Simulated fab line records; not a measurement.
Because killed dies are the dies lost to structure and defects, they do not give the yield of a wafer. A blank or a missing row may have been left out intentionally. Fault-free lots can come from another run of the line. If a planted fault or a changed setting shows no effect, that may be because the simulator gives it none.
fab line records | flow rit_cmos
[record] lots = 6 wafers = 18 last_day = 7
route steps=202 shown PWELL@44 WELLDRIVE@50 NWELL@51 NRETRO@53
lots that met no fault: taken from a fault-free run of the same line
start_h: hours from the record's opening day to when the first of the lot's shown wafers began | wait_h: how many hours have passed since the lot's step before this one | " identical to the entry in the row above | L1.1+2: a single row standing in for several wafers | - no value present, or no start provided | * or withheld: withheld | < > ~ a bound
route shown NAME@n: NAME is a module with steps in the file, n the number in the route of the first one | usual: mean/standard deviation of fault-free wafers | same: alike in all rows | chamber/n: place in a boat | sites: per-site readings | _std_site: their standard deviation | _edge_site: inner sites' mean taken away from outer sites' mean | radius_mm: how far each site lies from the wafer's centre | mask NAME#n: copy n | behind: the tool/chamber that last shaped the wafer | hold: reason for holding the lot/hours on hold/outcome of the hold | device: which transistor (n, p or np) failed to switch | end of line: the same wafers' tests at the end of the route | a step without rows: its recipe alone | killed: the dies lost at the first sort to structure and to defects; this is not the yield of the wafer | map: a wafer's dies, x killed, . not, _ none there
set.NAME: the setting the step ran with; set.NAME@STEP: the setting that earlier step ran with | model.NAME: the simulator's own value behind a step, which no gauge read
lots at some steps of the route; a table a step, a row a wafer
services: the hour from which a tool's chamber was out of use, counted from the record's first day as start_h (under 0 if before that day), plus the number of hours and why
[[steps]]
[step RIT_PWELL_DEVELOP_05]
[recipe] resist = NOVOLAK develop_time_s = 68 dev_temp_c = 23
[step RIT_PWELL_OVL_MEAS_06]
[usual] PWELL_OVL = 0.1/1.4
// columns lot.wafer tool chamber start_h wait_h PWELL_OVL[nm]
L592.1 overlay-02 - 29.07 - -0.4
L592.3 " - " " 0.0
L592.5 " - " " -0.8
L597.1 overlay-01 - 55.82 - 3.2
L597.4 " - " " 1.2
L597.6 " - " " 2.3
L605.1 overlay-01 - 98.72 - -1.0
L605.2 " - " " -0.3
L605.4 " - " " -0.3
L604.1 overlay-02 - 98.96 - -1.6
L604.2 " - " " -2.0
L604.4 " - " " -0.9
L608.1 overlay-02 - 113.33 - -0.8
L608.4 " - " " -0.7
L608.5 " - " " -1.0
L610.1 overlay-02 - 126.30 - -0.8
L610.3 " - " " -0.5
L610.4 " - " " -1.5
[step RIT_PWELL_HARDBAKE_07]
[recipe] resist = NOVOLAK temp_c = 140 time_s = 120
[step RIT_PWELL_IMPLANT_08]
[recipe] species = B energy_kev = 170 dose_cm2 = 7e+13 tilt_deg = 7
[step RIT_PWELL_STRIP_09]
[recipe] chemistry = O2 time_s = 180 resist = NOVOLAK platen_temp_c = withheld power_w = 500 pressure_mtorr = 4000 o2_flow_sccm = 4000
[usual] drypump_motor_current_A = 6.0/0.75
// columns lot.wafer tool chamber start_h wait_h drypump_motor_current_A rf_hours_counter_h
L592.1 plasma_asher-03 0 29.51 0.1 6.4 23
L592.3 " 1 " " 4.8 -
L592.5 " 0 " " 6.4 -
L597.1 plasma_asher-04 1 56.26 0.1 6.6 37
L597.4 " 1 " " 6.6 -
L597.6 " 1 " " 6.6 -
L605.1 plasma_asher-03 0 99.15 0.1 6.4 29
L605.2 " 1 " " 4.9 29
L605.4 " 0 " " 6.4 -
L604.1 plasma_asher-04 0 99.40 0.1 6.8 41
L604.2 " 1 " " 6.6 41
L604.4 " 0 " " 6.8 -
L608.1 plasma_asher-02 1 113.76 0.1 5.2 48
L608.4 " 1 " " 5.2 -
L608.5 " 1 " " 5.2 -
L610.1 plasma_asher-03 1 126.74 0.1 4.9 33
L610.3 " 0 " " 6.5 -
L610.4 " 1 " " 4.9 -
[step RIT_PWELL_TW_MEAS_10]
[usual] PWELL_TW = 947/5.5
// columns lot.wafer tool chamber start_h wait_h PWELL_TW
L592.1 film_metro-03 - 29.69 0.1 944
L592.3 " - " " 943
L592.5 " - " " 942
L597.1 film_metro-03 - 56.43 0.1 947
L597.4 " - " " 944
L597.6 " - " " 948
L605.1 film_metro-04 - 99.33 0.1 942
L605.2 " - " " 942
L605.4 " - " " 944
L604.1 film_metro-03 - 99.57 0.1 946
L604.2 " - " " 956
L604.4 " - " " 951
L608.1 film_metro-03 - 113.94 0.1 950
L608.4 " - " " 951
L608.5 " - " " 951
L610.1 film_metro-02 - 126.91 0.1 949
L610.3 " - " " 942
L610.4 " - " " 946
[step RIT_WELLDRIVE_ANNEAL_00]
[recipe] temp_c = 1100 time_s = 14700 ambient = N2
[step RIT_WELLDRIVE_RS_MEAS_01]
[recipe] thk_meas_gauge = four-point-probe
[usual] NWELL_RS = 275.5/0.62
// columns lot.wafer tool chamber start_h wait_h NWELL_RS[ohm/sq]
L592.1 film_metro-04 - 35.55 0.0 274.2
L592.3 " - " " 274.0
L592.5 " - " " 274.1
L597.1 film_metro-02 - 65.01 0.0 275.6
L597.4 " - " " 275.9
L597.6 " - " " 275.7
L604.1 film_metro-03 - 108.53 0.0 275.3
L604.2 " - " " 274.4
L604.4 " - " " 275.1
L605.1 film_metro-04 - 108.53 0.0 275.9
L605.2 " - " " 274.8
L605.4 " - " " 275.7
L608.1 film_metro-03 - 120.71 0.0 275.2
L608.4 " - " " 275.3
L608.5 " - " " 276.0
L610.1 film_metro-03 - 134.18 0.1 275.7
L610.3 " - " " 275.2
L610.4 " - " " 276.2
[step RIT_WELLDRIVE_RS_MEAS_02]
[recipe] thk_meas_gauge = four-point-probe
[usual] PWELL_RS = 429.4/1.3
// columns lot.wafer tool chamber start_h wait_h PWELL_RS[ohm/sq]
L592.1 film_metro-04 - 35.67 0.1 430.0
L592.3 " - " " 430.6
L592.5 " - " " 428.8
L597.1 film_metro-02 - 65.13 0.1 427.2
L597.4 " - " " 427.3
L597.6 " - " " 427.3
L604.1 film_metro-03 - 108.65 0.1 428.9
L604.2 " - " " 428.5
L604.4 " - " " 429.4
L605.1 film_metro-04 - 108.65 0.1 430.2
L605.2 " - " " 432.1
L605.4 " - " " 431.3
L608.1 film_metro-03 - 120.83 0.1 429.4
L608.4 " - " " 429.2
L608.5 " - " " 429.3
L610.1 film_metro-03 - 134.30 0.1 428.4
L610.3 " - " " 429.3
L610.4 " - " " 428.8
[step RIT_NRETRO_HMDS_00]
[recipe] prime_time_s = 60 prime_temp_c = 140
[step RIT_NRETRO_COAT_01]
[recipe] resist = NOVOLAK spin_rpm = 2000 resist_thk_nm = 1320
[step RIT_NRETRO_SOFTBAKE_02]
[recipe] resist = NOVOLAK temp_c = 90 time_s = 60
[step RIT_NRETRO_EXPOSE_03]
[recipe] mask_id = M4 na = 0.57 target_cd_nm = 43900 dose_mj = 250
[usual] exposure_dose_mJ_cm2 = 250.00/0.26 focus_offset_nm = 0.1/0.54
// columns lot.wafer tool chamber start_h wait_h mask exposure_dose_mJ_cm2 focus_offset_nm
L592.1 iline_stepper-01 0 36.53 0.2 M4#0 250.12 -0.5
L592.3 " 0 " " M4#0 250.66 -0.5
L592.5 " 0 " " M4#0 250.24 0.2
L597.1 iline_stepper-01 0 65.70 0.1 M4#0 249.89 -0.7
L597.4 " 0 " " M4#0 249.87 0.2
L597.6 " 0 " " M4#0 249.79 0.7
L605.1 iline_stepper-02 - 109.35 0.2 M4#0 - -
L605.2 " - " " M4#0 - -
L605.4 " - " " M4#0 - -
L604.1 iline_stepper-01 - 109.59 0.5 M4#0 - -
L604.2 " - " " M4#0 - -
L604.4 " - " " M4#0 - -
L608.1 iline_stepper-01 0 121.40 0.1 M4#0 250.03 -0.2
L608.4 " 0 " " M4#0 250.09 -0.6
L608.5 " 0 " " M4#0 250.00 -0.1
L610.1 iline_stepper-02 0 134.99 0.2 M4#0 249.81 -0.6
L610.3 " 0 " " M4#0 250.02 0.7
L610.4 " 0 " " M4#0 249.68 -0.2
[step RIT_NRETRO_PEB_04]
[recipe] resist = NOVOLAK temp_c = withheld time_s = withheld
[[services]]
// columns tool chamber start_h hours kind
iline_stepper-01 - 119.14 1.7 pm
plasma_asher-04 - 121.84 3.7 pm
iline_stepper-02 0 132.60 - calibration
[[key]]
[first_sign] step = RIT_NRETRO_EXPOSE_03 reading = tool_record direction = missing
effect none on later readings
met_at RIT_NRETRO_EXPOSE_03
struck_wafers L604.1,L604.2,L604.4,L605.1,L605.2,L605.4
rows_end L604.1,L604.2,L604.4,L605.1,L605.2,L605.4
onset_between 65.70 109.35
[fault] kind = skipped_step_whole tool = iline_stepper-01,iline_stepper-02 chamber = - onset_h = 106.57 steps = RIT_NRETRO_EXPOSE_03 scope = struck_lots_only
// rows_end: these wafers met a further fault down the route, and their rows from its step on are left out
